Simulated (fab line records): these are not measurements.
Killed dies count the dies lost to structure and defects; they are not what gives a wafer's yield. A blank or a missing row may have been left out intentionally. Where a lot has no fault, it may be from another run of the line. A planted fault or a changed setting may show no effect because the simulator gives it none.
Split-lot experiment || flow berkeley cmos170 || 23 wafers read across 5 lots, on a route 331 steps long

## THE SPLIT
At UCB170_M3_METAL_ETCH_18 (etches Al in Cl2/BCl3, stops on SiO2, target depth 1170 nm, time 195 s), the setting icp w was moved away from the recipe's 600 W on 4 of the 23 wafers read, by -6.2% to +6.1%. For the rest of the wafers, this setting stayed at what the recipe calls for.

No step appears in the file between the split and the reading.

## THE READING
oes product au, in a.u., at UCB170_M3_STRIP_19 (strips in O2). On this fab line, fault-free wafers typically give 0.549 a.u. with a standard deviation of 0.012 a.u.

{"wafer": "L077.2", "tool, chamber at the split": "rie metal-03, 1", "icp w as run, W": 600, "against the recipe": "recipe", "oes product au, a.u.": 0.560, "against lot-mates on the recipe": "-"}
{"wafer": "L077.3", "tool, chamber at the split": "rie metal-03, 1", "icp w as run, W": 600, "against the recipe": "recipe", "oes product au, a.u.": 0.574, "against lot-mates on the recipe": "-"}
{"wafer": "L077.4", "tool, chamber at the split": "rie metal-03, 1", "icp w as run, W": 563, "against the recipe": "-6.2%", "oes product au, a.u.": 0.603, "against lot-mates on the recipe": "+0.038"}
{"wafer": "L077.5", "tool, chamber at the split": "rie metal-03, 1", "icp w as run, W": 563, "against the recipe": "-6.2%", "oes product au, a.u.": 0.596, "against lot-mates on the recipe": "+0.031"}
{"wafer": "L077.6", "tool, chamber at the split": "rie metal-03, 1", "icp w as run, W": 600, "against the recipe": "recipe", "oes product au, a.u.": 0.562, "against lot-mates on the recipe": "-"}
{"wafer": "L076.1", "tool, chamber at the split": "rie metal-02, 1", "icp w as run, W": 600, "against the recipe": "recipe", "oes product au, a.u.": 0.531, "against lot-mates on the recipe": "-"}
{"wafer": "L076.2", "tool, chamber at the split": "rie metal-02, 0", "icp w as run, W": 600, "against the recipe": "recipe", "oes product au, a.u.": 0.547, "against lot-mates on the recipe": "-"}
{"wafer": "L076.3", "tool, chamber at the split": "rie metal-02, 1", "icp w as run, W": 600, "against the recipe": "recipe", "oes product au, a.u.": 0.537, "against lot-mates on the recipe": "-"}
{"wafer": "L076.4", "tool, chamber at the split": "rie metal-02, 0", "icp w as run, W": 600, "against the recipe": "recipe", "oes product au, a.u.": 0.538, "against lot-mates on the recipe": "-"}
{"wafer": "L076.5", "tool, chamber at the split": "rie metal-02, 0", "icp w as run, W": 600, "against the recipe": "recipe", "oes product au, a.u.": 0.542, "against lot-mates on the recipe": "-"}
{"wafer": "L081.1", "tool, chamber at the split": "rie metal-03, 1", "icp w as run, W": 600, "against the recipe": "recipe", "oes product au, a.u.": 0.560, "against lot-mates on the recipe": "-"}
{"wafer": "L081.2", "tool, chamber at the split": "rie metal-03, 0", "icp w as run, W": 600, "against the recipe": "recipe", "oes product au, a.u.": 0.558, "against lot-mates on the recipe": "-"}
{"wafer": "L081.3", "tool, chamber at the split": "rie metal-03, 0", "icp w as run, W": 600, "against the recipe": "recipe", "oes product au, a.u.": 0.549, "against lot-mates on the recipe": "-"}
{"wafer": "L081.4", "tool, chamber at the split": "rie metal-03, 1", "icp w as run, W": 600, "against the recipe": "recipe", "oes product au, a.u.": 0.551, "against lot-mates on the recipe": "-"}
{"wafer": "L081.5", "tool, chamber at the split": "rie metal-03, 1", "icp w as run, W": 600, "against the recipe": "recipe", "oes product au, a.u.": 0.567, "against lot-mates on the recipe": "-"}
{"wafer": "L083.1", "tool, chamber at the split": "rie metal-04, 1", "icp w as run, W": 600, "against the recipe": "recipe", "oes product au, a.u.": 0.535, "against lot-mates on the recipe": "-"}
{"wafer": "L083.3", "tool, chamber at the split": "rie metal-04, 0", "icp w as run, W": 600, "against the recipe": "recipe", "oes product au, a.u.": 0.558, "against lot-mates on the recipe": "-"}
{"wafer": "L083.5", "tool, chamber at the split": "rie metal-04, 1", "icp w as run, W": 600, "against the recipe": "recipe", "oes product au, a.u.": 0.540, "against lot-mates on the recipe": "-"}
{"wafer": "L085.1", "tool, chamber at the split": "rie metal-03, 0", "icp w as run, W": 600, "against the recipe": "recipe", "oes product au, a.u.": 0.551, "against lot-mates on the recipe": "-"}
{"wafer": "L085.2", "tool, chamber at the split": "rie metal-03, 1", "icp w as run, W": 636.5, "against the recipe": "+6.1%", "oes product au, a.u.": 0.525, "against lot-mates on the recipe": -0.035}
{"wafer": "L085.3", "tool, chamber at the split": "rie metal-03, 1", "icp w as run, W": 600, "against the recipe": "recipe", "oes product au, a.u.": 0.566, "against lot-mates on the recipe": "-"}
{"wafer": "L085.5", "tool, chamber at the split": "rie metal-03, 0", "icp w as run, W": 636.5, "against the recipe": "+6.1%", "oes product au, a.u.": 0.509, "against lot-mates on the recipe": -0.051}
{"wafer": "L085.6", "tool, chamber at the split": "rie metal-03, 1", "icp w as run, W": 600, "against the recipe": "recipe", "oes product au, a.u.": 0.563, "against lot-mates on the recipe": "-"}

THE FIT
A straight line over all 23 wafers: oes product au changes by -0.00674 a.u. for each +1% of icp w; r = -0.83; the points scatter about the line by 0.012 a.u.
The same after taking each lot's own level away (the mean of its wafers on the recipe; 23 wafers): -0.0063 a.u. for each +1%; r = -0.92; scatter 0.0073 a.u.
The reading moves by 0.039 a.u. for the largest change in icp w, on that fit.
The lots' own levels span 0.5390 to 0.5653 a.u., that is 2.2 times the standard deviation above.
So the lot-to-lot level changes the slope little: the two slopes agree.
Check: +0.0381 a.u. against its lot-mates is what the line predicts for one of the wafers moved furthest among these (-6.2%) when that wafer is left out of the fit. It came out at +0.0377 a.u. against them.

## THE WHOLE CHAIN: every reading that the file lists as answering this split, in the file's order
{"step": "UCB170_M3_METAL_ETCH_18", "what it does": "etches Al in Cl2/BCl3, stops on SiO2, target depth 1170 nm, time 195 s", "reading": "KrF_of_M3_COAT_10.thk nm (the simulator's own value, which no gauge read)", "change (the file's fit)": "-6.11 nm for each +1% of the setting", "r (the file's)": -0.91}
{"step": "UCB170_M3_STRIP_19", "what it does": "strips in O2", "reading": "oes product au", "change (the file's fit)": "-0.0063 a.u. for each +1% of the setting", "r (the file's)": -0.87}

## THE FILE'S OWN FIT
oes product au changes by -0.0063 a.u. for each +1% of icp w, r = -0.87.
